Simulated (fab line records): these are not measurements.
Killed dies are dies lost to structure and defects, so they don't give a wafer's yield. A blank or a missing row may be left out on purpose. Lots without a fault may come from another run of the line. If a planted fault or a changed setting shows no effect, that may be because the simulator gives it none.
fab line records    flow berkeleyCmos170    part 2 of 2: steps 26 to 35 of 35
record lots=5  wafers=15  lastDay=13
route steps=331 shown NSD@189 BACKSIDE@199 SDANNEAL@204 PSD@206 PLDD@208 NLDD@209 SILICIDE@210 CONTACT@216
lots with no fault: from the same line, run without faults
startH: the number of hours between the record's first day and the start of the first shown wafer of the lot    waitH: hours from the lot's prior step to this one    " identical to the entry in the row above    L1.1+2: a single row standing in for several wafers    - no value, or no start was given    * or withheld: withheld    < > ~ a bound
route shown NAME@n: a module of which the file shows steps, and the number in the route of the first    usual: average and standard deviation across the fault-free wafers    same: alike in all rows    chamber/n: place in a boat    sites: each site's reading    _std_site: how widely they spread, as a standard deviation    _edge_site: inner sites' mean taken away from outer sites' mean    radiusMm: how far each site lies from the wafer's centre    mask NAME#n: copy n    behind: the tool/chamber that last shaped the wafer    hold: what put the lot on hold/how long, in hours/how the hold closed    device: names the non-switching transistor (n, p or np)    end of line: at the end of the route, the tests of the same wafers    where a step has no rows: the recipe by itself    killed: at the first sort, the dies lost to defects and structure; wafer yield is something else    map: dies across one wafer; x = killed, . = not, _ = none there
set.NAME: the setting that was run; set.NAME@STEP: the one run at that earlier step    model.NAME: the simulator's own value behind a step, which no gauge read
a table for each step, a row for each wafer; lots at some steps of the route
services: the hour from which a tool's chamber was out of use, counted from the record's first day as startH (under 0 if before that day), plus the number of hours and why
## steps
# step UCB170_SILICIDE_RTA_04
# recipe tempC=650  timeS=15  ambient=N2
# usual lampPowerPct=11.0/0.74  wafer_temp_C_max=652.6/0.66
lot.wafer  tool          chamber  startH  waitH  lampPowerPct  wafer_temp_C_max
L074.1     rtpAnneal-02  0        167.65  0.1    10.2          652.7
L074.2     "             0        "       "      10.2          652.7
L074.3     "             0        "       "      10.2          652.9
L076.1     rtpAnneal-02  0        176.98  0.1    10.2          652.8
L076.5     "             0        "       "      10.2          652.3
L076.6     "             0        "       "      10.2          652.2
L084.2     rtpAnneal-01  0        226.65  0.1    11.7          652.1
L084.3     "             0        "       "      11.7          652.4
L084.5     "             0        "       "      11.7          653.0
L088.3     rtpAnneal-01  0        244.02  0.1    11.7          652.3
L088.5     "             0        "       "      11.7          652.6
L088.6     "             0        "       "      11.7          653.5
L089.1     rtpAnneal-02  0        271.80  0.1    10.2          652.0
L089.5     "             0        "       "      10.2          651.8
L089.6     "             0        "       "      10.2          651.3
# step UCB170_SILICIDE_WET_ETCH_05
# recipe chemistry=SPM  timeS=45  tempC=120  target=Ti
# usual bathHeatDutyPct=12.8/1.3
lot.wafer  tool         chamber  startH  waitH  bathHeatDutyPct
L074.1     wetBench-03  3        167.84  0.2    13.2
L074.2     "            3        "       "      11.7
L074.3     "            3        "       "      13.2
L076.1     wetBench-03  1        177.06  0.1    12.0
L076.5     "            1        "       "      11.2
L076.6     "            1        "       "      11.1
L084.2     wetBench-03  2        226.72  0.1    13.5
L084.3     "            2        "       "      12.6
L084.5     "            2        "       "      12.7
L088.3     wetBench-01  3        244.07  0.0    11.8
L088.5     "            3        "       "      11.6
L088.6     "            3        "       "      10.7
L089.1     wetBench-03  2        271.89  0.1    13.7
L089.5     "            2        "       "      12.8
L089.6     "            2        "       "      13.2
# step UCB170_CONTACT_CLEAN_00
# recipe chemistry=SPM  tempC=120  timeS=600
# usual bathHeatDutyPct=12.7/1.2
lot.wafer  tool         chamber  startH  waitH  bathHeatDutyPct
L074.1     wetBench-03  0        167.86  0.0    14.2
L074.2     "            0        "       "      13.9
L074.3     "            0        "       "      12.6
L076.1     wetBench-03  2        177.08  0.0    13.6
L076.5     "            2        "       "      13.6
L076.6     "            2        "       "      13.3
L084.2     wetBench-03  3        226.74  0.0    11.8
L084.3     "            3        "       "      11.6
L084.5     "            3        "       "      11.8
L088.3     wetBench-03  2        244.09  0.0    13.6
L088.5     "            2        "       "      12.6
L088.6     "            2        "       "      12.7
L089.1     wetBench-03  3        271.91  0.0    11.7
L089.5     "            3        "       "      13.5
L089.6     "            3        "       "      12.6
# step UCB170_CONTACT_CVD_01
# recipe material=PSG  targetThkNm=700  tempC=450  precursor=SiH4/O2/PH3  timeS=2820  pressureMtorr=300  sih4FlowSccm=60  o2FlowSccm=90  ph3FlowSccm=25
# usual sih4FlowSccm=59.95/0.17  zonePowerSourcePct=6.9/0.58
lot.wafer  tool      chamber  startH  waitH  sih4FlowSccm  zonePowerSourcePct
L074.1     lpcvd-01  1        168.19  0.2    59.86         7.9
L074.2     "         1        "       "      59.86         7.9
L074.3     "         1        "       "      59.94         7.9
L076.1     lpcvd-01  0        177.25  0.0    60.09         6.7
L076.5     "         0        "       "      60.16         6.7
L076.6     "         0        "       "      60.20         6.6
L084.2     lpcvd-01  1        228.23  1.3    59.68         7.9
L084.3     "         1        "       "      59.84         7.9
L084.5     "         1        "       "      59.84         7.8
L088.3     lpcvd-02  1        246.38  2.1    60.05         6.5
L088.5     "         1        "       "      59.89         6.4
L088.6     "         1        "       "      60.04         6.6
L089.1     lpcvd-02  1        273.27  1.2    60.19         6.4
L089.5     "         1        "       "      59.99         6.4
L089.6     "         1        "       "      59.87         6.3
# step UCB170_CONTACT_THK_MEAS_02
# recipe reads=PSG_of_CONTACT_CVD_01
# usual CONTACT_PSG_THK=701/5.8
lot.wafer  tool          chamber  startH  waitH  CONTACT_PSG_THK[nm]
L074.1     filmMetro-03  -        169.98  0.0    701
L074.2     "             -        "       "      703
L074.3     "             -        "       "      709
L076.1     filmMetro-02  -        179.04  0.0    705
L076.5     "             -        "       "      709
L076.6     "             -        "       "      710
L084.2     filmMetro-03  -        230.03  0.0    697
L084.3     "             -        "       "      701
L084.5     "             -        "       "      699
L088.3     filmMetro-02  -        248.18  0.0    697
L088.5     "             -        "       "      704
L088.6     "             -        "       "      695
L089.1     filmMetro-03  -        275.05  0.0    702
L089.5     "             -        "       "      709
L089.6     "             -        "       "      709
# step UCB170_CONTACT_HMDS_03
# recipe primeTimeS=60  primeTempC=100
# usual chillPlateTempC=23.00/0.11
lot.wafer  tool           chamber  startH  waitH  chillPlateTempC
L074.1     lithoTrack-03  0        170.32  0.3    22.93
L074.2     "              0        "       "      22.91
L074.3     "              0        "       "      23.05
L076.1     lithoTrack-04  0        179.10  0.1    23.16
L076.5     "              0        "       "      23.07
L076.6     "              0        "       "      23.07
L084.2     lithoTrack-02  0        230.10  0.1    23.15
L084.3     "              0        "       "      23.11
L084.5     "              0        "       "      23.01
L088.3     lithoTrack-04  0        248.27  0.1    22.88
L088.5     "              0        "       "      22.88
L088.6     "              0        "       "      23.10
L089.1     lithoTrack-03  0        275.11  0.1    23.00
L089.5     "              0        "       "      22.93
L089.6     "              0        "       "      22.93
# step UCB170_CONTACT_COAT_04
# recipe resist=KrF  spinRpm=1500  resistThkNm=900
# usual chillPlateTempC=22.99/0.1
lot.wafer  tool           chamber  startH  waitH  chillPlateTempC
L074.1     lithoTrack-03  0        170.47  0.1    23.04
L074.2     "              0        "       "      23.07
L074.3     "              0        "       "      23.03
L076.1     lithoTrack-04  0        179.25  0.1    22.99
L076.5     "              0        "       "      22.98
L076.6     "              0        "       "      23.02
L084.2     lithoTrack-02  0        230.25  0.1    22.94
L084.3     "              0        "       "      22.94
L084.5     "              0        "       "      23.10
L088.3     lithoTrack-04  0        248.42  0.1    22.81
L088.5     "              0        "       "      22.99
L088.6     "              0        "       "      22.93
L089.1     lithoTrack-03  0        275.26  0.1    22.88
L089.5     "              0        "       "      22.99
L089.6     "              0        "       "      22.90
# step UCB170_CONTACT_SOFTBAKE_05
# recipe resist=KrF  tempC=130  timeS=60
# usual chillPlateTempC=23.03/0.11
lot.wafer  tool           chamber  startH  waitH  chillPlateTempC
L074.1     lithoTrack-03  0        170.62  0.1    23.10
L074.2     "              0        "       "      23.03
L074.3     "              0        "       "      22.85
L076.1     lithoTrack-04  0        179.40  0.1    22.92
L076.5     "              0        "       "      22.87
L076.6     "              0        "       "      22.97
L084.2     lithoTrack-02  0        230.40  0.1    23.00
L084.3     "              0        "       "      22.88
L084.5     "              0        "       "      22.79
L088.3     lithoTrack-04  0        248.57  0.1    22.97
L088.5     "              0        "       "      23.10
L088.6     "              0        "       "      22.97
L089.1     lithoTrack-03  0        275.41  0.1    22.97
L089.5     "              0        "       "      23.06
L089.6     "              0        "       "      23.09
# step UCB170_CONTACT_STRIP_06
# recipe chemistry=O2  powerW=400  pressureMtorr=3500  platenTempC=withheld  o2FlowSccm=400  overashFraction=0.5
# usual drypumpMotorCurrentA=5.9/0.48  oesProductAu=0.734/0.0043  stripTimeToEndpointS=21.97/0.059
lot.wafer  tool            chamber  startH  waitH  drypumpMotorCurrentA  oesProductAu  rfHoursCounterH  stripTimeToEndpointS
L074.1     plasmaAsher-03  0        170.77  0.1    6.5                   0.726         7                21.92
L074.2     "               1        "       "      5.6                   0.734         7                21.84
L074.3     "               1        "       "      5.6                   0.739         -                21.91
L076.1     plasmaAsher-04  1        179.55  0.1    5.0                   0.737         43               21.98
L076.5     "               1        "       "      5.0                   0.738         -                22.00
L076.6     "               0        "       "      6.1                   0.733         -                22.00
L084.2     plasmaAsher-03  0        230.53  0.1    6.5                   0.729         13               22.02
L084.3     "               0        "       "      6.5                   0.734         -                21.97
L084.5     "               0        "       "      6.4                   0.731         -                22.00
L088.3     plasmaAsher-03  1        248.71  0.1    5.6                   0.735         -                21.90
L088.5     "               1        "       "      5.6                   0.730         -                21.89
L088.6     "               0        "       "      6.4                   0.731         -                21.94
L089.1     plasmaAsher-01  0        275.56  0.1    6.3                   0.739         49               21.99
L089.5     "               0        "       "      6.3                   0.731         -                22.00
L089.6     "               1        "       "      5.4                   0.732         -                22.06
# step UCB170_CONTACT_CLEAN_07
# recipe chemistry=SPM  tempC=120  timeS=600
# usual bathHeatDutyPct=12.7/1.4
lot.wafer  tool         chamber  startH  waitH  bathHeatDutyPct
L074.1     wetBench-04  1        170.87  0.1    12.9
L074.2     "            1        "       "      13.9
L074.3     "            1        "       "      13.7
L076.1     wetBench-03  0        179.65  0.1    13.8
L076.5     "            0        "       "      14.9
L076.6     "            0        "       "      14.3
L084.2     wetBench-03  1        230.63  0.1    10.8
L084.3     "            1        "       "      11.1
L084.5     "            1        "       "      11.1
L088.3     wetBench-01  3        248.77  0.0    10.7
L088.5     "            3        "       "      12.4
L088.6     "            3        "       "      12.0
L089.1     wetBench-04  1        275.66  0.1    13.7
L089.5     "            1        "       "      11.9
L089.6     "            1        "       "      12.9
## services
tool            chamber  startH  hours  kind
krfScanner-02   -        163.75  1.0    pm
pvdSputter-03   -        167.87  1.6    repair
rtpAnneal-02    -        170.41  1.9    repair
plasmaAsher-03  -        192.11  1.7    repair
krfScanner-01   -        197.45  1.3    pm
pvdSputter-03   -        222.45  2.2    repair
plasmaAsher-01  -        227.22  11.5   repair
krfScanner-01   -        232.98  0.8    pm
implanter-04    -        234.13  15.5   repair
implanter-01    -        234.55  3.9    repair
krfScanner-02   -        235.56  1.3    pm
wetBench-01     -        236.75  2.4    repair
implanter-01    -        249.64  7.1    pm
wetBench-04     -        253.22  4.3    repair
krfScanner-02   -        254.83  4.0    pm
pvdSputter-03   -        255.41  1.2    repair
krfScanner-02   -        261.99  0.8    pm
krfScanner-01   -        269.50  1.0    pm
